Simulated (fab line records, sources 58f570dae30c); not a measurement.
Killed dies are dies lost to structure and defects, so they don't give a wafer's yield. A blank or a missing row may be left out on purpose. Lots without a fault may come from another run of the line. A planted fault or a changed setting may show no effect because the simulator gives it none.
Which tool did it? | flow berkeley_cmos170 | 24 lots, 72 wafers sampled, at 4 steps of a route of 331

WHAT THE GAUGES READ, wafer by wafer
UCB170_SCREENOX_THK_MEAS_02. Usual: SCREENOX_OXIDE_THK 14.27 nm, standard deviation 0.24.
lot  | measured     | on            | SCREENOX_OXIDE_THK (nm) | flag
L074 | day 6 03:02  | film_metro-03 | 14.20 14.47 14.28       |
L076 | day 6 07:30  | film_metro-03 | 14.07 14.04 14.02       |
L075 | day 6 07:31  | film_metro-01 | 14.23 13.82 13.98       |
L077 | day 6 14:48  | film_metro-03 | 13.87 13.86 13.86       |
L079 | day 7 03:49  | film_metro-02 | 14.12 14.26 14.39       |
L078 | day 7 03:49  | film_metro-01 | 14.48 14.39 14.67       |
L080 | day 7 15:15  | film_metro-03 | 14.63 14.40 14.77       |
L081 | day 7 15:15  | film_metro-02 | 14.86 14.86 14.68       |
L082 | day 7 15:16  | film_metro-01 | 14.07 14.29 14.28       |
L083 | day 8 11:40  | film_metro-03 | 14.24 14.35 14.22       |
L084 | day 8 11:41  | film_metro-01 | 14.46 14.47 14.56       |
L087 | day 8 21:26  | film_metro-01 | 14.66 14.22 14.33       |
L085 | day 8 21:27  | film_metro-03 | 14.30 14.12 13.99       |
L088 | day 8 21:27  | film_metro-02 | 14.17 13.96 13.98       |
L086 | day 8 21:30  | film_metro-02 | 13.86 14.19 14.03       |
L089 | day 9 07:21  | film_metro-01 | 14.03 14.18 14.24       |
L090 | day 9 23:33  | film_metro-02 | 14.38 14.04 13.89       |
L091 | day 9 23:33  | film_metro-01 | 13.84 13.99 14.04       |
L092 | day 10 07:04 | film_metro-01 | 14.60 14.71 14.65       |
L093 | day 10 07:04 | film_metro-03 | 14.29 14.38 14.58       |
L094 | day 10 13:09 | film_metro-03 | 14.36 14.45 14.66       |
L095 | day 10 22:57 | film_metro-03 | 14.10 14.10 14.35       |
L097 | day 11 11:50 | film_metro-02 | 14.22 14.24 14.41       |
L096 | day 11 11:52 | film_metro-01 | 14.58 14.49 14.68       |

UCB170_PVT_TW_MEAS_09. Usual: PVT_TW 510, standard deviation 3.2.
lot  | measured     | on            | PVT_TW      | flag
L074 | day 6 13:09  | film_metro-03 | 514 516 514 |
L076 | day 6 13:41  | film_metro-04 | 510 512 509 |
L075 | day 6 13:59  | film_metro-04 | 507 509 507 |
L077 | day 6 23:49  | film_metro-04 | 512 508 509 |
L079 | day 7 13:26  | film_metro-01 | 511 509 508 |
L078 | day 7 13:10  | film_metro-01 | 512 513 507 |
L080 | day 8 01:55  | film_metro-01 | 503 507 502 |
L081 | day 8 02:12  | film_metro-03 | 515 512 513 |
L082 | day 8 01:43  | film_metro-03 | 513 511 512 |
L083 | day 8 22:42  | film_metro-01 | 505 504 503 |
L084 | day 8 22:52  | film_metro-01 | 506 501 502 |
L087 | day 9 07:51  | film_metro-04 | 511 507 509 |
L085 | day 9 07:02  | film_metro-04 | 508 509 509 |
L088 | day 9 07:30  | film_metro-03 | 516 514 515 |
L086 | day 9 07:17  | film_metro-03 | 513 516 516 |
L089 | day 9 21:48  | film_metro-01 | 509 505 510 |
L090 | day 10 08:41 | film_metro-04 | 507 510 509 |
L091 | day 10 08:21 | film_metro-04 | 509 511 510 |
L092 | day 10 18:35 | film_metro-01 | 509 509 507 |
L093 | day 10 18:56 | film_metro-01 | 507 506 509 |
L094 | day 10 21:01 | film_metro-03 | 514 512 510 |
L095 | day 11 09:07 | film_metro-03 | 510 506 508 |
L097 | day 11 21:26 | film_metro-03 | 509 508 510 |
L096 | day 11 20:52 | film_metro-04 | 514 511 511 |

UCB170_SPACER_THK_MEAS_01. Usual: SPACER_TEOS_THK 374 nm, standard deviation 4.6.
lot  | measured     | on            | SPACER_TEOS_THK (nm) | flag
L074 | day 7 09:41  | film_metro-02 | 366 380 376          |
L076 | day 7 09:11  | film_metro-03 | 371 368 372          |
L075 | day 7 09:55  | film_metro-02 | 372 374 375          |
L077 | day 7 17:23  | film_metro-02 | 370 368 381          |
L079 | day 8 09:23  | film_metro-03 | 372 371 373          |
L078 | day 8 09:04  | film_metro-03 | 368 380 374          |
L080 | day 8 23:00  | film_metro-04 | 375 372 373          |
L081 | day 8 22:30  | film_metro-03 | 373 377 371          |
L082 | day 8 22:17  | film_metro-04 | 367 376 378          |
L083 | day 10 06:22 | film_metro-04 | 374 378 383          |
L084 | day 10 08:05 | film_metro-02 | 376 379 380          |
L087 | day 10 07:49 | film_metro-04 | 378 373 383          |
L085 | day 10 07:47 | film_metro-03 | 367 373 377          |
L088 | day 10 07:31 | film_metro-04 | 378 381 381          |
L086 | day 10 07:34 | film_metro-03 | 373 366 379          |
L089 | day 10 17:17 | film_metro-04 | 372 374 380          |
L090 | day 11 04:17 | film_metro-03 | 369 378 377          |
L091 | day 11 03:57 | film_metro-04 | 368 377 377          |
L092 | day 11 17:11 | film_metro-04 | 372 375 373          |
L093 | day 11 17:48 | film_metro-02 | 365 369 378          |
L094 | day 11 17:35 | film_metro-04 | 369 367 374          |
L095 | day 12 05:53 | film_metro-04 | 372 376 383          |
L097 | day 12 17:10 | film_metro-04 | 369 371 373          |
L096 | day 12 16:52 | film_metro-04 | 371 378 380          |

UCB170_CONTACT_CD_MEAS_90: target cd 700 nm. Usual: cd_nm 700.6 nm, standard deviation 1.6.
lot  | measured     | on        | cd_nm (nm)        | flag
L074 | day 8 03:46  | cd_sem-02 | 700.5 698.4 703.1 |
L076 | day 8 02:14  | cd_sem-01 | 698.9 702.7 701.0 |
L075 | day 8 02:34  | cd_sem-02 | 699.8 697.7 696.0 |
L077 | day 8 14:56  | cd_sem-02 | 700.0 698.5 701.0 |
L079 | day 9 01:08  | cd_sem-01 | 698.4 698.8 700.1 |
L078 | day 9 01:16  | cd_sem-02 | 700.2 700.0 702.9 |
L080 | day 9 20:29  | cd_sem-01 | 699.4 700.1 699.4 |
L081 | day 9 20:15  | cd_sem-01 | 700.7 704.2 701.5 |
L082 | day 9 18:28  | cd_sem-01 | 705.0 703.4 703.5 |
L083 | day 10 22:45 | cd_sem-02 | 701.4 697.5 700.9 |
L084 | day 11 02:16 | cd_sem-02 | 699.4 700.5 700.8 |
L087 | day 11 01:59 | cd_sem-01 | 701.8 701.4 699.4 |
L085 | day 10 23:02 | cd_sem-01 | 700.4 702.0 699.7 |
L088 | day 11 01:29 | cd_sem-02 | 702.0 701.7 700.3 |
L086 | day 11 01:44 | cd_sem-01 | 700.1 702.1 700.5 |
L089 | day 11 15:18 | cd_sem-02 | 702.9 702.6 700.7 |
L090 | day 11 22:38 | cd_sem-01 | 701.2 699.5 698.6 |
L091 | day 12 00:31 | cd_sem-02 | 698.3 700.2 700.1 |
L092 | day 12 11:32 | cd_sem-02 | 698.5 700.9 701.2 |
L093 | day 12 13:36 | cd_sem-01 | 701.9 703.4 701.0 |
L094 | day 12 13:47 | cd_sem-02 | 701.1 699.4 701.9 |
L095 | day 13 00:40 | cd_sem-01 | 700.4 697.5 700.9 |
L097 | day 13 09:40 | cd_sem-01 | 699.5 700.5 699.6 |
L096 | day 13 08:31 | cd_sem-02 | 700.6 702.3 703.4 |

WHICH TOOL RAN EACH LOT (tool, then ch and the chambers of the sampled wafers, then the start)
The record holds no process step before these readings.

WHAT THE TOOLS THEMSELVES READ (means of the sampled wafers that have a number; where no wafer has one, the mark that the record gives instead)
The record holds no such reading with a usual standard deviation.

THE ANSWER, worked out from the rows above alone
Rule: a lot is off if the mean of its wafers that have a number lies more than 3 standard deviations from the usual mean. A lot without any number at a reading at which 4 lots or more have one is off too. The other lots that the step has rows for count as sound. The gauges are gone through in route order, then the tools' own readings, and for those a lot's mean is taken as printed above. The first step at which some lot is off is used, and at that step the reading that is off furthest; a lot without a number counts as furthest.
No lot is off at any reading shown: from this, nothing can be told.

WHAT THE SIMULATOR HAD PUT IN
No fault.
